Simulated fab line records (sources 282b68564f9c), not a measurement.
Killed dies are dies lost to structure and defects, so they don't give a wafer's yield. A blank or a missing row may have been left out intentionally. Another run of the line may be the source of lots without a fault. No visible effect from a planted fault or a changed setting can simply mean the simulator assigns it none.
8D (eight disciplines) problem report, filled in by code | flow rit cmos | the parts of the form that need people (team, actions taken, sign-off) are left out

## 1. WHAT IS WRONG
Wafers free of any fault read 275.9 ohm/sq (standard deviation 0.65) for NWELL_RS at RIT_WELLDRIVE_RS_MEAS_01, against a mean of 300.9 ohm/sq on 9 wafers of 3 lots. That is +38 standard deviations from the usual mean.
The step: measures by four-point-probe.
First observed at day 3 08:22: wafer L331.1, on film metro-01. At this step, 45 wafers from 15 lots have a number in the record. The rule behind "out" and "out of limits": a value lying over 4 standard deviations away from the usual mean. The rest of the wafers with a number are treated as sound.

## 2. WHAT IT IS, WHAT IT ISN'T
question                    | is                           | is not
which readings at this step | NWELL_RS                     | -
which lots                  | L331, L332, L333             | L327, L328, L329, L330, L335, L342, L343, L345, L346, L347, L349, L350
which wafers of those lots  | all that have a number       | -
read on which gauges        | film metro-01, film metro-02 | film metro-03
when                        | from day 3 08:22             | up to then (12 sound wafers); but 24 sound wafers of L335, L342, L343, L345, L346, L347, L349, L350 came after

## 3. THE SUSPECTS, EACH WITH WHAT RULES IT OUT
Counting: a tool at a process step up to the reading stays a suspect if it ran every lot that is out and no sound lot after the first of them.
- the gauge at RIT_WELLDRIVE_RS_MEAS_01 has been ruled out. Those wafers that are out were read across 2 gauges (film metro-01, film metro-02).
- furnace-01 at RIT_WELLDRIVE_ANNEAL_00 (time 14700 s): ruled out as a lasting fault. The sound lots L350 went through it after L331, its earliest lot that is out (day 3 03:17).
Left after counting: nothing in the record.

## 4. THE CAUSE (what the simulator had put in)
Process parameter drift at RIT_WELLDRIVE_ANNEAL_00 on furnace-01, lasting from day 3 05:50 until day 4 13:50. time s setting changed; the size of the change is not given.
Counting ruled it out, wrongly: the rule takes a fault to strike every lot that its tool runs from its start on, and this one did not.

## 5. THE CHAIN OF EFFECTS, in route order
Each row: a reading where the mean over the struck wafers with a number is more than 3 standard deviations away from the usual. Only readings for which the record gives a usual standard deviation are gone through. hours: the time from each lot's start at the first step in this table that gives one to its start at this step, as a median over the lots. sigmas: the change in usual standard deviations.
hours | step                     | reading      | usual        | on struck wafers | change | sigmas
0     | RIT_WELLDRIVE_ANNEAL_00  | run length s | 18269 s      | 12400            | -5869  | -99 or more
5     | RIT_WELLDRIVE_RS_MEAS_01 | NWELL_RS     | 275.9 ohm/sq | 300.9            | +25.0  | +38
5     | RIT_WELLDRIVE_RS_MEAS_02 | PWELL_RS     | 430.1 ohm/sq | 455.4            | +25.3  | +23
Its process steps:
- RIT_WELLDRIVE_ANNEAL_00: time 14700 s.
Later steps that measure or inspect, where all struck wafers having a row at the step show a number for every such reading and not one has moved that far: RIT_CONTACT_OVL_MEAS_09.

## 6. HOW IT WOULD HAVE BEEN CAUGHT EARLIER
In this record the first reading out of limits at a measuring or inspecting step was taken at day 3 08:22, 3 hours after the fault began at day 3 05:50.
Tool's own readings at RIT_WELLDRIVE_ANNEAL_00, run length s: out on all struck wafers the step has rows for; an alarm limit on them would have tripped on the first.
